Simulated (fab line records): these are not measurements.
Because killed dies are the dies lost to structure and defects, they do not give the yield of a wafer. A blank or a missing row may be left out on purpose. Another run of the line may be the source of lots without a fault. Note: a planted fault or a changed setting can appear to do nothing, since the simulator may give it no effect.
The tool behind it: which one?    flow berkeleyCmos170    15 lots with 45 wafers sampled at 3 steps, on a route of 331 steps

## WHAT THE GAUGES READ, wafer by wafer
UCB170_SDANNEAL_RS_MEAS_04: uses a four-point probe to measure. Usual: PLDD_RS 1032.3 ohm/sq, standard deviation 2.5.
lot   measured      on            PLDD_RS (ohm/sq)      flag
L372  day 7 22:14   filmMetro-02  1031.0 1033.9 1034.7  
L374  day 8 13:32   filmMetro-02  1028.5 1028.5 1028.9  
L373  day 8 13:48   filmMetro-03  1031.5 1036.8 1033.4  
L376  day 9 06:14   filmMetro-03  1031.8 1032.0 1027.7  
L375  day 9 06:35   filmMetro-01  1029.9 1030.0 1029.2  
L379  day 9 06:37   filmMetro-02  1032.6 1031.0 1033.4  
L381  day 9 23:46   filmMetro-01  1035.6 1033.7 1034.4  
L383  day 10 09:37  filmMetro-01  1034.7 1033.6 1036.0  
L382  day 10 09:47  filmMetro-02  1036.0 1036.8 1038.3  
L385  day 10 23:40  filmMetro-03  1033.7 1030.9 1028.5  
L391  day 11 19:02  filmMetro-01  1033.9 1035.9 1031.1  
L390  day 11 19:14  filmMetro-02  1028.4 1031.3 1030.2  
L388  day 11 19:28  filmMetro-03  1032.9 1029.4 1033.2  
L393  day 12 11:05  filmMetro-02  1027.9 1033.4 1032.3  
L392  day 12 11:19  filmMetro-03  1031.0 1027.5 1031.8  

UCB170_CONTACT_CD_MEAS_15: the cd target is 700 nm. Usual: 700.4 nm for cdNm, sd 1.4.
lot   measured      on        cdNm (nm)          flag
L372  day 8 04:11   cdSem-01  703.1 703.2 703.1  
L374  day 8 19:50   cdSem-01  699.2 698.8 698.5  
L373  day 8 20:07   cdSem-02  699.5 699.4 700.5  
L376  day 9 13:02   cdSem-01  700.2 700.4 700.2  
L375  day 9 13:05   cdSem-02  699.1 701.0 700.8  
L379  day 9 13:11   cdSem-01  700.1 701.2 700.1  
L381  day 10 06:35  cdSem-01  699.6 701.1 699.5  
L383  day 10 14:01  cdSem-02  701.3 701.4 702.3  
L382  day 10 15:43  cdSem-01  698.9 699.7 700.5  
L385  day 11 05:37  cdSem-02  700.5 700.0 701.6  
L391  day 12 01:50  cdSem-01  703.3 703.0 702.1  
L390  day 12 02:22  cdSem-01  698.5 698.2 700.1  
L388  day 12 02:55  cdSem-01  702.2 701.7 702.7  
L393  day 12 18:26  cdSem-02  700.9 700.6 701.0  
L392  day 12 18:34  cdSem-01  701.7 699.9 701.6  

## WHAT TOOL EACH LOT RAN ON (gives the tool, then ch and the chambers of the sampled wafers, and finally the start)
lot   UCB170_CONTACT_RTA_08
L372  rtpAnneal-01 ch 0, day 8 02:57
L374  rtpAnneal-02 ch 0, day 8 18:12
L373  rtpAnneal-01 ch 0, day 8 18:27
L376  rtpAnneal-01 ch 0, day 9 10:41
L375  rtpAnneal-02 ch 0, day 9 10:49
L379  rtpAnneal-01 ch 0, day 9 11:10
L381  rtpAnneal-01 ch 0, day 10 04:04
L383  rtpAnneal-01 ch 0, day 10 12:58
L382  rtpAnneal-02 ch 0, day 10 14:32
L385  rtpAnneal-02 ch 0, day 11 03:50
L391  rtpAnneal-01 ch 0, day 12 00:26
L390  rtpAnneal-02 ch 0, day 12 00:32
L388  rtpAnneal-01 ch 0, day 12 00:53
L393  rtpAnneal-02 ch 0, day 12 16:43
L392  rtpAnneal-01 ch 0, day 12 16:34
- UCB170_CONTACT_RTA_08: time 10 s.

## WHAT THE TOOLS THEMSELVES READ (means of the sampled wafers that have a number; where no wafer has one, the mark that the record gives instead)
UCB170_CONTACT_RTA_08. Usual: chamberO2Ppm 2.001, standard deviation 0.021; lampPowerPct 26.0 %, standard deviation 1.5; wafer_temp_C_max 904.1, standard deviation 1.7.
lot   tool          chamberO2Ppm  lampPowerPct (%)  wafer_temp_C_max  flag
L372  rtpAnneal-01  1.998         24.6              903.0             
L374  rtpAnneal-02  2.004         27.6              905.0             
L373  rtpAnneal-01  2.001         24.6              902.8             
L376  rtpAnneal-01  1.993         24.6              903.4             
L375  rtpAnneal-02  1.980         27.6              905.9             
L379  rtpAnneal-01  2.022         24.6              902.4             
L381  rtpAnneal-01  2.000         24.6              902.1             
L383  rtpAnneal-01  2.007         24.6              903.0             
L382  rtpAnneal-02  1.989         27.6              906.3             
L385  rtpAnneal-02  1.998         27.6              905.6             
L391  rtpAnneal-01  2.010         24.6              902.6             
L390  rtpAnneal-02  2.012         27.5              906.4             
L388  rtpAnneal-01  1.962         24.6              902.2             
L393  rtpAnneal-02  2.010         27.6              905.5             
L392  rtpAnneal-01  2.044         24.6              902.9             

## THE ANSWER, worked out from the rows above alone
Rule: a lot counts as off when the mean over its wafers that have a number is more than 3 standard deviations away from the usual mean. Also off: a lot with no number at a reading for which 4 or more lots have one. The other lots that the step has rows for count as sound. After the gauges, taken in route order, come the tools' own readings; for these a lot's mean is taken, as printed above. The first step at which some lot is off is used, and at that step the reading that is off furthest; a lot without a number counts as furthest.
None of the lots is off at any reading shown; this tells nothing.

## WHAT WAS PUT IN BY THE SIMULATOR
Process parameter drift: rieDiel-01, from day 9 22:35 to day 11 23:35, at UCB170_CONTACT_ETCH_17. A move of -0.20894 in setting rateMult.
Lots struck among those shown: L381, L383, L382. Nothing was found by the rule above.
